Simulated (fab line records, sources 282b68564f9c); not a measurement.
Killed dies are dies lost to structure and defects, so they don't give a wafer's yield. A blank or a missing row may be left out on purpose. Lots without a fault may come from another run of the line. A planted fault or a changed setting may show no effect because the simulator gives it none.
A struck lot beside a sound one | flow rit_cmos | 17 steps out of a route of 202
Sound: wafers L695.1, L695.2, L695.6. Struck: wafer L698.2. (L698.3, L698.6 of the same lot were not struck and are left out.) The cause comes at the end.
At each step with rows: each side's tool, then ch and its chambers, then its first start. Under that, the readings that differ: sound wafers | struck wafers | difference of the means | sigmas: that difference in standard deviations of wafers without a fault.
alike: readings whose means differ by less than 2 such deviations, and words and numbers that are the same on both sides. not compared: withheld readings, readings that some wafer has no value for, bounds like >300 that may hide the same value, and numbers for which the record gives no deviation and whose values overlap.
The two part at a step that has a row with sigmas, a row that says differs or no value, or rows on one side only. Numbers that don't overlap but have no deviation are shown without sigmas and don't part them. A reading that every wafer of one side lacks parts them only if that side has two wafers or more.

first, 1 step without rows for these wafers: RIT_PSD_IMPLANT_08.
RIT_PSD_STRIP_09: strips in O2, time 180 s.
  sound on plasma_asher-01 ch 0,1, day 3 09:02; struck on plasma_asher-01 ch 0, day 3 22:37
  alike: drypump_motor_current_A
  not compared: rf_hours_counter_h
RIT_PSD_TW_MEAS_10:
  sound on film_metro-02, day 3 09:12; struck on film_metro-02, day 3 22:49
  alike: PSD_TW
then, 3 steps without rows for these wafers: RIT_SDANNEAL_CLEAN_00 (cleans in SC1, time 600 s); RIT_SDANNEAL_CLEAN_01 (cleans in dHF, time 30 s); RIT_SDANNEAL_CLEAN_02 (cleans in SC2, time 600 s).
RIT_SDANNEAL_RTA_03: time 5 s.
  sound on rtp_anneal-01 ch 0, day 3 09:39; struck on rtp_anneal-02 ch 0, day 3 23:16
  alike: chamber_o2_ppm, wafer_temp_C_max
RIT_SDANNEAL_RS_MEAS_04: measures by four-point-probe.
  sound on film_metro-02, day 3 09:43; struck on film_metro-02, day 3 23:23
  alike: PSD_RS
RIT_SDANNEAL_RS_MEAS_05: measures by four-point-probe.
  sound on film_metro-02, day 3 09:50; struck on film_metro-02, day 3 23:30
  alike: NSD_RS
RIT_SDANNEAL_RS_MEAS_06: measures by four-point-probe.
  sound on film_metro-02, day 3 09:57; struck on film_metro-02, day 3 23:37
  alike: PLDD_RS
RIT_SDANNEAL_RS_MEAS_07: measures by four-point-probe.
  sound on film_metro-02, day 3 10:04; struck on film_metro-02, day 3 23:44
  alike: NLDD_RS
then, 1 step without rows for these wafers: RIT_SILICIDE_WET_ETCH_00 (etches SiO2 in BOE, target depth 14 nm, time 15 s).
RIT_SILICIDE_SPUTTER_01: material Ti, target thk 30 nm, time 240 s.
  sound on pvd_sputter-04, day 3 10:12; struck on pvd_sputter-04, day 3 23:51
  reading                                     | sound             | struck | difference | sigmas
  model.Ti_of_SILICIDE_SPUTTER_01.thk_nm (nm) | 30.53 31.15 31.65 | 33.88  | +2.77      |
  alike: throttle_valve_pct
RIT_SILICIDE_RS_MEAS_02: measures by four-point-probe.
  sound on film_metro-02, day 3 10:21; struck on film_metro-01, day 4 00:01
  reading                 | sound          | struck | difference | sigmas
  SILICIDE_TI_RS (ohm/sq) | 46.9 45.7 44.9 | 41.0   | -4.8       | -7
RIT_SILICIDE_THK_MEAS_03: measures by xrf.
  sound on film_metro-02, day 3 10:28; struck on film_metro-01, day 4 00:08
  reading              | sound          | struck | difference | sigmas
  SILICIDE_TI_THK (nm) | 30.4 30.9 31.5 | 33.5   | +2.6       | +7
RIT_SILICIDE_RTA_04: time 10 s, ramp up 5 s, ramp down 5 s.
  sound on rtp_anneal-02 ch 0, day 3 10:32; struck on rtp_anneal-01 ch 0, day 4 00:11
  reading          | sound             | struck | difference | sigmas
  wafer_temp_C_max | 655.3 655.4 655.4 | 651.9  | -3.5       | -3
  alike: chamber_o2_ppm
RIT_M1_PROBE_99:
  sound on prober-01, day 3 17:25; struck on prober-02, day 4 06:56
  reading                              | sound             | struck | difference | sigmas
  killed_short                         | 2 5 2             | 7      | +4         | +2
  model.etest.npoly_line.line_ohm_um   | 164.6 166.7 162   | 151    | -13        |
  model.etest.ppoly_line.line_ohm_um   | 161 159 155.5     | 148.3  | -10.2      |
  model.etest.contact_pplus.end_ohm_um | 43.99 42.77 44.62 | 50.13  | +6.34      |
  model.etest.contact_nplus.end_ohm_um | 41.87 43.36 44.68 | 49.8   | +6.5       |
  model.etest.npoly_line.rs_ohm_sq     | 16.77 16.59 16.34 | 15.57  | -1.00      |
  model.etest.ppoly_line.rs_ohm_sq     | 16.31 16.04 15.96 | 15.12  | -0.98      |
  model.etest.npoly_sal.rs_ohm_sq      | 4.282 4.217 4.158 | 3.893  | -0.326     |
  model.etest.ppoly_sal.rs_ohm_sq      | 4.256 4.182 4.117 | 3.884  | -0.301     |
  alike: killed_at_contacts, killed_at_front_end, killed_dies, killed_open

WHERE THEY PART
First at RIT_SILICIDE_RS_MEAS_02; last, within this record, at RIT_M1_PROBE_99.

WHY: what the simulator had put in
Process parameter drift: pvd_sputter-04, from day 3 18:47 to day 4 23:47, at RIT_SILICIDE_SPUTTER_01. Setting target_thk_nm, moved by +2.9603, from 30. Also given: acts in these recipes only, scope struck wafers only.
